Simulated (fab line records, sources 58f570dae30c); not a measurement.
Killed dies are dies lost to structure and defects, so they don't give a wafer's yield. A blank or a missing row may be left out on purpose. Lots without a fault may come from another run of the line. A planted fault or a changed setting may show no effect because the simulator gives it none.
Which tool did it? | flow berkeley_cmos170 | 10 lots, 30 wafers sampled, at 4 steps of a route of 331

WHAT THE GAUGES READ, wafer by wafer
UCB170_V2_THK_MEAS_04.
lot  | measured     | on            | V2_POLISHED_THK (nm)
L786 | day 9 04:58  | film_metro-03 | 998.6 1000.8 1000.4
L788 | day 9 07:17  | film_metro-04 | 999.8 999.0 999.7
L787 | day 9 09:35  | film_metro-04 | 999.1 998.4 1000.3
L791 | day 9 22:13  | film_metro-04 | 1000.8 999.6 1000.0
L790 | day 9 23:17  | film_metro-03 | 999.3 999.9 1000.0
L789 | day 10 00:55 | film_metro-04 | 999.3 999.2 998.6
L803 | day 12 08:08 | film_metro-02 | 1002.6 999.7 1000.9
L806 | day 12 12:56 | film_metro-03 | 1001.3 1000.3 1000.4
L805 | day 12 15:46 | film_metro-02 | 1001.3 999.5 1000.6
L808 | day 13 03:49 | film_metro-03 | 1002.4 1002.7 1002.0

UCB170_M3_BOW_MEAS_20.
lot  | measured     | on            | M3_BOW (um)
L786 | day 9 11:53  | film_metro-01 | 32 34 31
L788 | day 9 14:47  | film_metro-02 | 36 40 39
L787 | day 9 17:10  | film_metro-02 | 36 20 35
L791 | day 10 03:49 | film_metro-01 | 30 45 41
L790 | day 10 04:10 | film_metro-03 | 30 36 33
L789 | day 10 05:55 | film_metro-01 | 38 30 35
L803 | day 12 13:08 | film_metro-02 | 27 43 30
L806 | day 12 19:11 | film_metro-02 | 45 37 39
L805 | day 12 23:05 | film_metro-01 | 33 32 30
L808 | day 13 08:40 | film_metro-02 | 34 38 39

WHICH TOOL RAN EACH LOT (tool, then ch and the chambers of the sampled wafers, then the start)
lot  | UCB170_V1_ETCH_14                  | UCB170_M3_STRIP_07
L786 | rie_diel-04 ch 1,2,3, day 9 00:53  | plasma_asher-04 ch 0,1, day 9 08:12
L788 | rie_diel-02 ch 0,3, day 9 03:30    | plasma_asher-03 ch 0,1, day 9 12:11
L787 | rie_diel-03 ch 0,1,2, day 9 04:45  | plasma_asher-01 ch 0,1, day 9 14:50
L791 | rie_diel-04 ch 1,2,3, day 9 18:25  | plasma_asher-03 ch 0,1, day 10 01:20
L790 | rie_diel-03 ch 0,1,3, day 9 19:18  | plasma_asher-03 ch 0,1, day 10 02:14
L789 | rie_diel-04 ch 0,1,2, day 9 20:46  | plasma_asher-04 ch 0,1, day 10 04:04
L803 | rie_diel-04 ch 0,2,3, day 12 02:53 | plasma_asher-04 ch 0,1, day 12 11:08
L806 | rie_diel-03 ch 1,2, day 12 08:56   | plasma_asher-01 ch 0,1, day 12 16:02
L805 | rie_diel-02 ch 1,3, day 12 10:48   | plasma_asher-01 ch 0,1, day 12 20:48
L808 | rie_diel-03 ch 0,1, day 12 23:59   | plasma_asher-04 ch 0,1, day 13 06:19
- UCB170_V1_ETCH_14: etches SiO2 in CHF3/CF4/Ar, stops on Al, target depth 1250 nm, time 291 s.
- UCB170_M3_STRIP_07: strips in O2.

WHAT THE TOOLS THEMSELVES READ (means of the sampled wafers that have a number; where no wafer has one, the mark that the record gives instead)
UCB170_V1_ETCH_14.
lot  | tool        | drypump_motor_current_A (A) | oes_product_au (a.u.) | throttle_valve_pct (%)
L786 | rie_diel-04 | 5.2                         | 0.850                 | 6.98
L788 | rie_diel-02 | 6.0                         | 0.863                 | 6.94
L787 | rie_diel-03 | 6.1                         | 0.885                 | 6.92
L791 | rie_diel-04 | 5.2                         | 0.850                 | 6.98
L790 | rie_diel-03 | 5.5                         | 0.892                 | 7.01
L789 | rie_diel-04 | 5.1                         | 0.852                 | 6.94
L803 | rie_diel-04 | 5.1                         | 0.860                 | 6.98
L806 | rie_diel-03 | 6.4                         | 0.888                 | 6.91
L805 | rie_diel-02 | 5.6                         | 0.864                 | 6.92
L808 | rie_diel-03 | 5.8                         | 0.893                 | 6.96

UCB170_M3_STRIP_07.
lot  | tool            | drypump_motor_current_A (A) | oes_product_au (a.u.) | strip_time_to_endpoint_s (s)
L786 | plasma_asher-04 | 5.4                         | 0.738                 | 21.94
L788 | plasma_asher-03 | 6.1                         | 0.735                 | 21.98
L787 | plasma_asher-01 | 5.9                         | 0.736                 | 21.93
L791 | plasma_asher-03 | 5.9                         | 0.737                 | 21.97
L790 | plasma_asher-03 | 5.9                         | 0.737                 | 21.89
L789 | plasma_asher-04 | 5.3                         | 0.734                 | 21.94
L803 | plasma_asher-04 | 5.4                         | 0.736                 | 21.95
L806 | plasma_asher-01 | 6.1                         | 0.732                 | 22.04
L805 | plasma_asher-01 | 5.9                         | 0.735                 | 22.00
L808 | plasma_asher-04 | 5.4                         | 0.735                 | 22.04

THE ANSWER, worked out from the rows above alone
Rule: what is usual is taken from the lots themselves. Put in order of their means at a reading, lots are off if they are a third of the lots or fewer, leave a main group of 4 or more, and stand apart from it by a gap of 3 or more times the standard deviation of the main group's means; of several such gaps the widest counts. A main group whose means are all the same, to the digits that the tables above print for the reading, isn't used. A lot without any number at a reading at which 4 lots or more have one is off too. The other lots that the step has rows for count as sound. The gauges are gone through in route order, then the tools' own readings, and for those a lot's mean is taken as printed above. The first step at which some lot is off is used, and at that step the reading that is off furthest; a lot without a number counts as furthest.
No lot is off at any reading shown: from this, nothing can be told.

WHAT THE SIMULATOR HAD PUT IN
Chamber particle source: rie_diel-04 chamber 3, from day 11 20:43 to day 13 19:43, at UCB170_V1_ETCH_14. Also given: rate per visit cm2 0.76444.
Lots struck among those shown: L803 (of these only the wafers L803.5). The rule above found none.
